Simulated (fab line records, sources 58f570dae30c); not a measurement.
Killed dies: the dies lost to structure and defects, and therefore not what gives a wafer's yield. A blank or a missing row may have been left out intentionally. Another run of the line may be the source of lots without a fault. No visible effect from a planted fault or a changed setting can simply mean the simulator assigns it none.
Which tool did it? | flow berkeley cmos170 | Sampling: 7 lots, 21 wafers, 2 of 331 route steps

== WHAT EACH GAUGE READ, for each wafer ==
UCB170_PFIELD_TW_MEAS_09.
lot  | measured    | on            | PFIELD_TW
L238 | day 4 17:30 | film metro-03 | 605 604 602
L242 | day 5 01:16 | film metro-03 | 601 599 601
L247 | day 6 17:46 | film metro-04 | 649 649 647
L249 | day 7 03:27 | film metro-03 | 652 653 653
L253 | day 7 15:46 | film metro-03 | 601 600 600
L255 | day 8 03:39 | film metro-04 | 592 595 596
L258 | day 9 00:37 | film metro-01 | 592 596 596

== EACH LOT AND THE TOOL THAT RAN IT (in order: tool; ch and the chambers of the sampled wafers; start) ==
lot  | UCB170_PFIELD_IMPLANT_07
L238 | implanter-03 ch 0, day 4 17:17
L242 | implanter-01 ch 0, day 5 01:02
L247 | implanter-03 ch 0, day 6 17:31
L249 | implanter-03 ch 0, day 7 03:14
L253 | implanter-04 ch 0, day 7 15:32
L255 | implanter-01 ch 0, day 8 03:24
L258 | implanter-01 ch 0, day 9 00:24
- UCB170_PFIELD_IMPLANT_07

== THE ANSWER, worked out from the rows above alone ==
Rule: usual is defined by the lots themselves. The widest of any qualifying gaps counts: lots, ordered by their means at a reading, are off when they make up no more than a third of the lots, leave a main group of 4 or more, and stand apart from it by 3 or more times the standard deviation of that group's means. The tables above print the reading to a certain number of digits; a main group whose means all agree to those digits is not used. A lot without any number at a reading at which 4 lots or more have one is off too. The other lots that the step has rows for count as sound.
Off: L247, L249, seen at UCB170_PFIELD_TW_MEAS_09 (PFIELD_TW). Mean 599 and standard deviation 3.6 in the main group.
A tool fits if, at a process step before that reading, it ran every lot that is off, and no sound lot after the first of them. Those tools and the gauges at UCB170_PFIELD_TW_MEAS_09 are tried in the same way. One fits: implanter-03 at UCB170_PFIELD_IMPLANT_07. Its last sound lot is L238 (day 4 17:17), its first lot that is off L247 (day 6 17:31): a fault that began between those two fits.

== WHAT THE SIMULATOR HAD PUT IN ==
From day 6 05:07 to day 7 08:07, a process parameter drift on implanter-03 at UCB170_PFIELD_IMPLANT_07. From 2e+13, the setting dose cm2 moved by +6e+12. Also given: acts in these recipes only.
Shown lots that were struck: L247, L249. The same result came from the rule above.
